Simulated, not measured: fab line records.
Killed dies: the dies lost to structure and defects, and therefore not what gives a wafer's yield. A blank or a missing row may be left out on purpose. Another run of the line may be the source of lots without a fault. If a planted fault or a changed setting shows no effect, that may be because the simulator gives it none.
The same fault as seen by 2 desks / flow berkeley_cmos170 / every desk sees just its own numbers, and what lay behind them comes last

THE METROLOGY DESK
Lot by lot, what the gauges showed, no matter which tool ran the lot: averages of those sampled wafers that carry a number. A lot is out of limits, marked OUT, if its mean lies more than 4 standard deviations from the usual mean; the brackets give that distance.
Columns: A = cd_nm at UCB170_NLDD_CD_MEAS_06, usual 1199.8 nm
lot=L244; first seen here=day 6 02:37; A=1200.0
lot=L245; first seen here=day 6 03:31; A=1199.3
lot=L246; first seen here=day 6 14:44; A=1201.7
lot=L248; first seen here=day 7 03:34; A=1201.9
lot=L247; first seen here=day 7 03:54; A=1200.2
lot=L250; first seen here=day 8 03:37; A=1198.3
lot=L252; first seen here=day 8 04:23; A=1180.9 (-16) OUT
lot=L253; first seen here=day 8 08:41; A=1199.3
lot=L254; first seen here=day 8 08:42; A=1182.3 (-15) OUT
lot=L259; first seen here=day 9 06:29; A=1199.2
lot=L262; first seen here=day 10 05:31; A=1197.9
lot=L263; first seen here=day 10 14:41; A=1202.1
lot=L265; first seen here=day 10 20:13; A=1199.7
lot=L267; first seen here=day 11 17:21; A=1199.8
This desk's finding: out of limits on L252, L254; first on L252, day 8 04:23 (cd_nm at UCB170_NLDD_CD_MEAS_06). L244, L245, L246, L248, L247, L250, L253, L259, L262, L263, L265, L267 stayed within limits.

FOR THE TOOL OWNER'S DESK: litho_track-01
The tool's own readings at UCB170_NLDD_SOFTBAKE_02 (time 60 s): means of the sampled wafers that have a number, for each lot that ran on this tool. A lot is out of limits, marked OUT, if its mean lies more than 4 standard deviations from the usual mean; the brackets give that distance.
Columns: A = exhaust_pa at UCB170_NLDD_SOFTBAKE_02, usual 44.7 Pa; B = heater_power_total_W at UCB170_NLDD_SOFTBAKE_02, usual 56.80 W; C = plate_temp_C at UCB170_NLDD_SOFTBAKE_02, usual 130.00 C; D = resist_line_temp_C at UCB170_NLDD_SOFTBAKE_02, usual 23.02 C
lot=L245; first seen here=day 6 02:50; A=43.7; B=56.74; C=129.99; D=23.04
lot=L247; first seen here=day 7 02:59; A=45.0; B=56.84; C=130.06; D=22.97
lot=L252; first seen here=day 8 03:44; A=44.7; B=51.35 (-99 or more) OUT; C=120.14 (-82) OUT; D=23.14
lot=L254; first seen here=day 8 07:44; A=44.5; B=51.35 (-99 or more) OUT; C=120.33 (-81) OUT; D=23.14
lot=L267; first seen here=day 11 16:20; A=44.8; B=56.80; C=130.03; D=23.00
This desk's finding: out of limits on L252, L254; first on L252, day 8 03:44 (heater_power_total_W at UCB170_NLDD_SOFTBAKE_02). L245, L247, L267 stayed within limits.

PUT TOGETHER
The tool owner's desk had the chance to raise an alarm at day 8 03:44 on L252, L254.
At day 8 04:23 the metrology desk could have sounded an alarm, on L252, L254.
On litho_track-01, each named lot ran UCB170_NLDD_SOFTBAKE_02.

WHAT THE SIMULATOR PUT IN
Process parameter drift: litho_track-01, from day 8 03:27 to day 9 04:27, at UCB170_NLDD_SOFTBAKE_02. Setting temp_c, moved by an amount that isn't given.
Lots struck among those shown: L252, L254.
Delay (hours) between the fault's onset and each desk's first out-of-limits reading: 0 at the tool owner's desk, 1 at the metrology desk.
